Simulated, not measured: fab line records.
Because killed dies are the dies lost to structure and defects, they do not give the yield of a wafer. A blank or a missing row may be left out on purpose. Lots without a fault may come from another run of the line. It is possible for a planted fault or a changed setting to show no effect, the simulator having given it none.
Which tool did it? ; flow berkeley-cmos170 ; Sampling: 15 lots, 45 wafers, 3 of 331 route steps

WHAT THE GAUGES READ, wafer by wafer
UCB170_PVT_TW_MEAS_09.
lot;measured;on;PVT_TW
L637;day 7 01:10;film-metro-01;507.4 504.9 506.2
L639;day 7 01:24;film-metro-04;505.6 506.4 505.5
L641;day 7 10:57;film-metro-01;508.8 506.8 508.6
L642;day 8 04:34;film-metro-01;510.2 509.3 508.7
L645;day 8 16:50;film-metro-04;507.9 508.3 510.8
L646;day 8 16:58;film-metro-02;506.6 506.3 507.0
L650;day 9 04:06;film-metro-02;508.9 508.5 507.2
L653;day 10 02:41;film-metro-01;507.6 509.0 507.6
L654;day 10 02:42;film-metro-04;510.1 508.9 513.5
L655;day 10 02:50;film-metro-02;511.0 511.7 509.2
L657;day 10 18:08;film-metro-01;506.9 506.2 509.5
L656;day 10 18:23;film-metro-01;508.4 507.3 508.5
L658;day 11 11:40;film-metro-01;505.7 506.7 503.9
L659;day 11 11:23;film-metro-01;503.9 499.3 503.4
L660;day 11 06:17;film-metro-04;507.4 507.9 509.9

UCB170_GATE_THK_MEAS_02.
lot;measured;on;GATE_OXIDE_THK (nm)
L637;day 7 05:13;film-metro-03;6.55 6.59 6.60
L639;day 7 05:14;film-metro-01;6.71 6.78 6.67
L641;day 7 18:47;film-metro-03;6.71 6.86 6.74
L642;day 8 09:17;film-metro-01;6.55 6.43 6.63
L645;day 8 22:17;film-metro-03;6.69 6.61 6.61
L646;day 8 22:18;film-metro-01;6.54 6.62 6.63
L650;day 9 10:28;film-metro-01;6.45 6.48 6.53
L653;day 10 07:50;film-metro-01;6.51 6.42 6.57
L654;day 10 07:49;film-metro-03;6.72 6.81 6.88
L655;day 10 07:49;film-metro-02;6.48 6.42 6.44
L657;day 10 23:16;film-metro-01;6.52 6.70 6.62
L656;day 10 23:14;film-metro-03;6.61 6.63 6.74
L658;day 11 21:10;film-metro-01;6.71 6.76 6.74
L659;day 11 13:11;film-metro-02;6.35 6.27 6.50
L660;day 11 13:11;film-metro-01;6.70 6.63 6.67

WHICH TOOL RAN EACH LOT (tool, then ch and the chambers of the sampled wafers, then the start)
lot;UCB170_PWELL_PEB_11
L637;litho-track-03 ch 0, day 3 17:37
L639;litho-track-02 ch 0, day 3 17:42
L641;litho-track-02 ch 0, day 4 05:46
L642;litho-track-02 ch 0, day 4 19:00
L645;litho-track-02 ch 0, day 5 07:26
L646;litho-track-02 ch 0, day 5 07:44
L650;litho-track-03 ch 0, day 6 03:55
L653;litho-track-03 ch 0, day 6 22:40
L654;litho-track-01 ch 0, day 7 01:34
L655;litho-track-03 ch 0, day 7 05:40
L657;litho-track-03 ch 0, day 7 16:31
L656;litho-track-02 ch 0, day 7 16:43
L658;litho-track-03 ch 0, day 8 00:01
L659;litho-track-03 ch 0, day 8 00:18
L660;litho-track-01 ch 0, day 8 07:22
- UCB170_PWELL_PEB_11

WHAT THE TOOLS THEMSELVES READ (means of the sampled wafers that have a number; where no wafer has one, the mark that the record gives instead)
UCB170_PWELL_PEB_11.
lot;tool;heater-power-total-W (W);plate-temp-C (C)
L637;litho-track-03;56.77;130.05
L639;litho-track-02;56.80;130.16
L641;litho-track-02;56.84;130.03
L642;litho-track-02;57.52;131.43
L645;litho-track-02;57.48;131.32
L646;litho-track-02;57.51;131.29
L650;litho-track-03;56.79;130.07
L653;litho-track-03;56.80;129.84
L654;litho-track-01;56.81;129.91
L655;litho-track-03;56.85;129.94
L657;litho-track-03;56.81;130.22
L656;litho-track-02;56.80;129.90
L658;litho-track-03;56.79;130.17
L659;litho-track-03;56.79;129.90
L660;litho-track-01;56.82;130.17

THE ANSWER, worked out from the rows above alone
Rule: the lots themselves supply what counts as usual. Put in order of their means at a reading, lots are off if they are a third of the lots or fewer, leave a main group of 4 or more, and stand apart from it by a gap of 3 or more times the standard deviation of the main group's means; of several such gaps the widest counts. The tables above print the reading to a certain number of digits; a main group whose means all agree to those digits is not used. A lot without any number at a reading at which 4 lots or more have one is off too. Any other lot the step has rows for is counted as sound. The gauges are gone through in route order, then the tools' own readings, and for those a lot's mean is taken as printed above. The first step at which some lot is off is used, and at that step the reading that is off furthest; a lot without a number counts as furthest.
Off, at UCB170_PWELL_PEB_11 on heater-power-total-W: L642, L645, L646. Mean 56.81 W and standard deviation 0.021 in the main group.
If a tool, at that step or one of the process steps before it, ran each lot that is off and ran no sound lot following the first of them, it fits. None of those tried fits.

WHAT WAS PUT IN BY THE SIMULATOR
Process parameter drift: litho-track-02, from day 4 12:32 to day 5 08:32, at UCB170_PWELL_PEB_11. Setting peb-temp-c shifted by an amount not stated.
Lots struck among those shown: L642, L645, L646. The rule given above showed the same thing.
